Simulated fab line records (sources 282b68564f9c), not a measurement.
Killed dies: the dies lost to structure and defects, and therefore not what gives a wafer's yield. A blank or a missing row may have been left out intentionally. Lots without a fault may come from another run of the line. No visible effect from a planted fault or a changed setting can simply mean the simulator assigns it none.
fab line records	flow rit-cmos
record lots=6	wafers=18	last-day=7
route steps=202 shown GATE@83 M1@202
lots that met no fault: taken from a fault-free run of the same line
start-h: start of the lot's first displayed wafer, in hours after the record's first day	wait-h: how many hours have passed since the lot's step before this one	" repeats the value in the row above	L1.1+2: a single row standing in for several wafers	- no value, or no start given	* or withheld: withheld	< > ~ a bound
route shown NAME@n: names a module that has steps shown in the file, with the first one's number in the route	usual: mean and standard deviation over wafers with no fault	same: alike in all rows	chamber/n: place in a boat	sites: the reading at each site	_std_site: standard deviation across them	_edge_site: mean of outer sites minus mean of inner sites	radius-mm: for every site, how far away it sits from the centre of the wafer	mask NAME#n: copy n	behind: the most recent tool/chamber to have shaped the wafer	hold: why the lot went on hold/how many hours it stayed there/how the hold came to an end	device: transistor that didn't switch, given as n, p or np	end of line: the same wafers' tests at the end of the route	where a step has no rows: the recipe by itself	killed: dies that structure and defects cost at the first sort, which is not the same as the wafer's yield	map: a wafer's dies, marking killed ones x, the rest . and places with no die _
set.NAME: the setting that was run; set.NAME@STEP: the one run at that earlier step	model.NAME: the simulator's own value behind a step, which no gauge read
a table for each step, a row for each wafer; lots at some steps of the route
services: the hour from which a tool's chamber was out of use, counted from the record's first day as start-h (under 0 if before that day), plus the number of hours and why
## steps
# step RIT_GATE_THK_MEAS_07
# recipe reads=SiO2_of_GATE_OXIDATION_05
# usual GATE_OXIDE_THK=3.03/0.064
lot.wafer	tool	chamber	start-h	wait-h	GATE_OXIDE_THK[nm]
L272.2	film-metro-02	-	43.39	0.0	3.03
L272.4	"	-	"	"	3.02
L272.5	"	-	"	"	3.05
L282.1	film-metro-01	-	94.40	0.0	3.08
L282.3	"	-	"	"	3.03
L282.4	"	-	"	"	3.08
L286.2	film-metro-02	-	114.09	0.0	2.98
L286.4	"	-	"	"	2.95
L286.6	"	-	"	"	2.98
L288.1	film-metro-01	-	124.05	0.0	2.96
L288.2	"	-	"	"	2.88
L288.6	"	-	"	"	2.98
L291.1	film-metro-02	-	139.39	0.0	2.94
L291.3	"	-	"	"	3.00
L291.6	"	-	"	"	2.96
L293.4	film-metro-02	-	148.55	0.0	3.08
L293.5	"	-	"	"	3.00
L293.6	"	-	"	"	2.98
# step RIT_GATE_CVD_08
# recipe material=poly-Si	target-thk-nm=250	temp-c=610	precursor=SiH4	time-s=2220	pressure-mtorr=300	sih4-flow-sccm=100
# step RIT_GATE_THK_MEAS_09
# recipe reads=poly-Si_of_GATE_CVD_08
# usual GATE_POLY_THK=250.6/2.1
lot.wafer	tool	chamber	start-h	wait-h	GATE_POLY_THK[nm]
L272.2	film-metro-01	-	45.06	0.0	251.5
L272.4	"	-	"	"	249.1
L272.5	"	-	"	"	251.0
L282.1	film-metro-01	-	96.89	0.0	248.8
L282.3	"	-	"	"	250.7
L282.4	"	-	"	"	249.4
L286.2	film-metro-01	-	115.76	0.0	252.9
L286.4	"	-	"	"	251.5
L286.6	"	-	"	"	253.9
L288.1	film-metro-01	-	125.73	0.0	254.7
L288.2	"	-	"	"	252.5
L288.6	"	-	"	"	254.4
L291.1	film-metro-02	-	141.88	0.0	251.0
L291.3	"	-	"	"	250.1
L291.6	"	-	"	"	250.0
L293.4	film-metro-02	-	151.03	0.0	249.7
L293.5	"	-	"	"	250.1
L293.6	"	-	"	"	250.4
# step RIT_GATE_HMDS_10
# recipe prime-time-s=60	prime-temp-c=140
# step RIT_GATE_COAT_11
# recipe resist=NOVOLAK	spin-rpm=4250	resist-thk-nm=850
# step RIT_GATE_SOFTBAKE_12
# recipe resist=NOVOLAK	temp-c=90	time-s=60
# step RIT_GATE_EXPOSE_13
# recipe mask-id=M6	na=0.6	source-shape=conventional	sigma-outer=0.6	target-cd-nm=150	dose-mj=380
# step RIT_GATE_PEB_14
# recipe resist=NOVOLAK	temp-c=withheld	time-s=withheld
# step RIT_GATE_DEVELOP_15
# recipe resist=NOVOLAK	develop-time-s=50	dev-temp-c=23
# step RIT_GATE_CD_MEAS_16
# recipe target-cd-nm=150
# usual cd-nm=150.0/2.4
lot.wafer	tool	chamber	start-h	wait-h	cd-nm
L272.2	cd-sem-01	-	46.16	-	143.6
L272.4	"	-	"	"	143.7
L272.5	"	-	"	"	144.5
L282.1	cd-sem-01	-	97.95	-	152.9
L282.3	"	-	"	"	152.7
L282.4	"	-	"	"	154.7
L286.2	cd-sem-02	-	116.91	-	147.6
L286.4	"	-	"	"	150.5
L286.6	"	-	"	"	149.4
L288.1	cd-sem-01	-	126.76	-	150.8
L288.2	"	-	"	"	149.8
L288.6	"	-	"	"	150.0
L291.1	cd-sem-01	-	143.08	-	147.4
L291.3	"	-	"	"	147.5
L291.6	"	-	"	"	148.8
L293.4	cd-sem-01	-	152.10	-	148.9
L293.5	"	-	"	"	150.4
L293.6	"	-	"	"	148.9
# step RIT_GATE_OVL_MEAS_17
# usual GATE_OVL=-0.7/1.4
lot.wafer	tool	chamber	start-h	wait-h	GATE_OVL[nm]
L272.2	overlay-01	-	46.26	0.1	-0.9
L272.4	"	-	"	"	-0.2
L272.5	"	-	"	"	0.7
L282.1	overlay-01	-	98.07	0.1	0.2
L282.3	"	-	"	"	-2.1
L282.4	"	-	"	"	-1.6
L286.2	overlay-01	-	117.01	0.1	-0.2
L286.4	"	-	"	"	-2.5
L286.6	"	-	"	"	0.4
L288.1	overlay-01	-	126.88	0.1	1.7
L288.2	"	-	"	"	0.3
L288.6	"	-	"	"	0.3
L291.1	overlay-01	-	143.20	0.1	2.9
L291.3	"	-	"	"	0.1
L291.6	"	-	"	"	2.7
L293.4	overlay-01	-	152.18	0.1	-1.3
L293.5	"	-	"	"	0.8
L293.6	"	-	"	"	-0.7
# step RIT_GATE_HARDBAKE_18
# recipe resist=NOVOLAK	temp-c=140	time-s=60
# step RIT_GATE_ETCH_19
# recipe chemistry=SF6/CHF3/O2	time-s=165	SF6_flow_sccm=30	CHF3_flow_sccm=30	O2_flow_sccm=5	target=poly-Si	pressure-mtorr=40	rf-w=160	target-depth-a=3125	over-etch-frac=0.25	stop-on=SiO2
# usual drypump-motor-current-A=5.8/0.46	oes-product-au=0.848/0.015	run-length-s=193.2/0.6	throttle-valve-pct=10.29/0.16
lot.wafer	tool	chamber	start-h	wait-h	drypump-motor-current-A	oes-product-au	rf-hours-counter-h	run-length-s	throttle-valve-pct	model.NOVOLAK_of_GATE_COAT_11.thk-nm
L272.2	rie-si-01	3	46.44	0.1	6.1	0.870	3	193.1	10.46	667.3
L272.4	"	2	"	"	5.5	0.857	29	193.8	10.44	671
L272.5	"	1	"	"	5.0	0.842	-	193.6	10.34	667.2
L282.1	rie-si-01	0	98.26	0.1	5.9	0.811	79	193.9	10.04	668.8
L282.3	"	3	"	"	6.1	0.865	3	193.1	10.48	670.7
L282.4	"	2	"	"	5.5	0.869	29	194.0	10.45	670.4
L286.2	rie-si-01	0	117.21	0.1	5.9	0.821	79	193.1	10.03	666.5
L286.4	"	1	"	"	5.0	0.777	96	217.0	10.36	655.1
L286.6	"	3	"	"	6.2	0.874	-	193.2	10.46	668.4
L288.1	rie-si-01	1	127.07	0.1	5.0	0.787	96	216.9	10.34	653.3
L288.2	"	0	"	"	5.9	0.824	79	193.3	10.03	666
L288.6	"	3	"	"	6.1	0.866	-	193.7	10.47	668.3
L291.1	rie-si-02	1	143.39	0.1	6.0	0.847	3	192.4	10.18	667.3
L291.3	"	2	"	"	6.2	0.844	140	192.3	10.11	666.8
L291.6	"	0	"	"	5.3	0.836	-	193.2	10.47	671.3
L293.4	rie-si-02	0	152.34	0.1	5.2	0.834	0	193.6	10.46	672.3
L293.5	"	2	"	"	6.2	0.842	-	192.5	10.09	668.2
L293.6	"	1	"	"	6.0	0.853	-	192.3	10.19	669.6
# step RIT_GATE_STRIP_20
# recipe chemistry=O2	time-s=180	resist=NOVOLAK	platen-temp-c=withheld	power-w=500	pressure-mtorr=4000	o2-flow-sccm=4000
# usual drypump-motor-current-A=5.7/0.57
lot.wafer	tool	chamber	start-h	wait-h	drypump-motor-current-A	rf-hours-counter-h
L272.2	plasma-asher-02	0	46.55	0.1	6.4	41
L272.4	"	1	"	"	5.7	-
L272.5	"	1	"	"	5.7	-
L282.1	plasma-asher-02	1	98.37	0.1	5.7	47
L282.3	"	0	"	"	6.5	-
L282.4	"	1	"	"	5.7	-
L286.2	plasma-asher-01	1	117.32	0.1	6.1	48
L286.4	"	1	"	"	6.1	-
L286.6	"	1	"	"	6.1	-
L288.1	plasma-asher-01	1	127.18	0.1	6.1	49
L288.2	"	0	"	"	5.1	49
L288.6	"	0	"	"	5.1	-
L291.1	plasma-asher-02	1	143.49	0.1	5.7	52
L291.3	"	0	"	"	6.5	-
L291.6	"	1	"	"	5.7	-
L293.4	plasma-asher-02	1	152.51	0.1	5.7	-
L293.5	"	1	"	"	5.7	-
L293.6	"	0	"	"	6.4	-
# step RIT_M1_PROBE_99
# usual killed-at-contacts=0.1/0.24	killed-at-front-end=6.8/2.8	killed-dies=6.9/2.8	killed-open=3.3/1.9	killed-short=3.5/1.8
# same gross-dies=264	killed_at_M0_to_M3=0	killed_at_M4_up=0	killed-at-back-side=0	killed-at-other=0
lot.wafer	tool	chamber	start-h	wait-h	killed-at-contacts	killed-at-front-end	killed-dies	killed-open	killed-short
L272.2	prober-01	-	66.21	0.1	0	7	7	4	3
L272.4	prober-01	-	66.31	0.2	0	10	10	3	7
L272.5	prober-01	-	66.36	0.2	0	7	7	3	4
L286.2	prober-02	-	140.10	0.1	0	7	7	5	2
L286.4	prober-02	-	140.20	0.2	0	9	9	4	5
L286.6	prober-02	-	140.30	0.2	1	6	7	1	6
L288.1	prober-02	-	148.39	0.1	0	8	8	4	4
L288.2	prober-02	-	148.44	0.1	0	5	5	1	4
L288.6	prober-02	-	148.64	0.2	1	6	7	3	2
L291.1	prober-01	-	163.61	0.1	0	7	7	2	5
L291.3	prober-01	-	163.71	0.2	0	8	8	4	4
L291.6	prober-01	-	163.86	0.2	0	7	7	3	4
L293.4	prober-01	-	173.48	0.2	0	6	6	1	5
L293.5	prober-01	-	173.53	0.2	0	7	7	2	5
L293.6	prober-01	-	173.58	0.2	0	7	7	4	3
# killed by level:class
L272.2 REOX:geometric-particle:short=2 FOX2:geometric-particle:open=1 GATE:geometric-particle:open=1 GATE:geometric-particle:short=1 REOX:geometric-particle:open=1 SILICIDE:geometric-particle:open=1
L272.4 GATE:geometric-particle:short=3 GATE:geometric-particle:open=3 FOX2:geometric-particle:short=2 REOX:geometric-particle:short=1 SILICIDE:geometric-particle:short=1
L272.5 GATE:geometric-particle:open=2 FOX1:geometric-particle:short=1 GATE:geometric-particle:short=1 SPACER:geometric-particle:short=1 SILICIDE:geometric-particle:open=1 SILICIDE:geometric-particle:short=1
L286.2 GATE:geometric-particle:open=3 GATE:geometric-particle:short=2 FOX1:geometric-particle:open=1 SPACER:geometric-particle:open=1
L286.4 GATE:geometric-particle:short=4 FOX1:geometric-particle:open=2 GATE:geometric-particle:open=2 SPACER:geometric-particle:short=1
L286.6 SPACER:geometric-particle:short=2 FOX1:geometric-particle:short=1 GATE:geometric-particle:short=1 GATE:geometric-particle:open=1 SILICIDE:geometric-particle:short=1 CONTACT:geometric-particle:short=1
L288.1 FOX1:geometric-particle:short=2 FOX2:geometric-particle:open=2 GATE:geometric-particle:open=2 GATE:geometric-particle:short=2
L288.2 GATE:geometric-particle:short=2 GATE:geometric-particle:open=1 REOX:geometric-particle:short=1 SILICIDE:geometric-particle:short=1
L288.6 PSD:coat-microbubble-printed=2 FOX2:geometric-particle:open=1 REOX:geometric-particle:open=1 SPACER:geometric-particle:short=1 SILICIDE:geometric-particle:open=1 CONTACT:geometric-particle:short=1
L291.1 GATE:geometric-particle:short=2 REOX:geometric-particle:short=2 FOX1:geometric-particle:open=1 GATE:geometric-particle:open=1 SILICIDE:geometric-particle:short=1
L291.3 GATE:geometric-particle:short=3 FOX1:geometric-particle:open=1 FOX2:geometric-particle:short=1 GATE:geometric-particle:open=1 REOX:geometric-particle:open=1 SPACER:geometric-particle:open=1
L291.6 REOX:geometric-particle:open=3 FOX1:geometric-particle:short=2 REOX:geometric-particle:short=1 SPACER:geometric-particle:short=1
L293.4 SPACER:geometric-particle:short=2 FOX1:geometric-particle:short=1 GATE:geometric-particle:short=1 REOX:geometric-particle:short=1 SPACER:geometric-particle:open=1
L293.5 REOX:geometric-particle:short=2 FOX2:geometric-particle:short=1 GATE:geometric-particle:open=1 GATE:geometric-particle:short=1 SPACER:geometric-particle:short=1 SILICIDE:geometric-particle:open=1
L293.6 FOX2:geometric-particle:open=2 FOX1:geometric-particle:short=1 FOX2:geometric-particle:short=1 SPACER:geometric-particle:short=1 SPACER:geometric-particle:open=1 SILICIDE:geometric-particle:open=1
## services
tool	chamber	start-h	hours	kind
rie-si-02	2	41.79	8.6	repair
rie-si-02	3	50.37	-	clean
rie-si-02	3	50.37	24.1	scheduled-down
rie-si-02	3	50.37	24.1	vent-cycle
plasma-asher-01	-	85.33	2.8	pm
rie-si-02	1	95.70	1.9	repair
rie-si-02	0	121.22	-	clean
rie-si-02	0	121.22	12.4	scheduled-down
rie-si-02	0	121.22	12.4	vent-cycle
## key
first-sign step=RIT_GATE_ETCH_19	reading=run-length-s	direction=up	sigmas=40	usual=*	struck=*
effect step=RIT_GATE_ETCH_19	reading=oes-product-au	direction=down	sigmas=4.3	usual=0.848	struck=0.782
model-effect step=RIT_GATE_ETCH_19	value=NOVOLAK_of_GATE_COAT_11.thk-nm	without=666.3	struck=654.2
met-at RIT_GATE_ETCH_19
struck-wafers L286.4,L288.1
tester-left-out L286,L288
onset-between 46.44 117.21
fault kind=process-parameter-drift	tool=rie-si-01	chamber=1	onset-h=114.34	steps=RIT_GATE_ETCH_19	channel=time-s	offset=*	shape=step	end-h=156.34	stated=*
# tester-left-out: of these lots the tester's yield and bins aren't shown, on N5 and GAA mostly nor the transistor test; their killed dies are dies lost to structure and defects alone, not to doping, threshold or leakage, so they don't give the yield
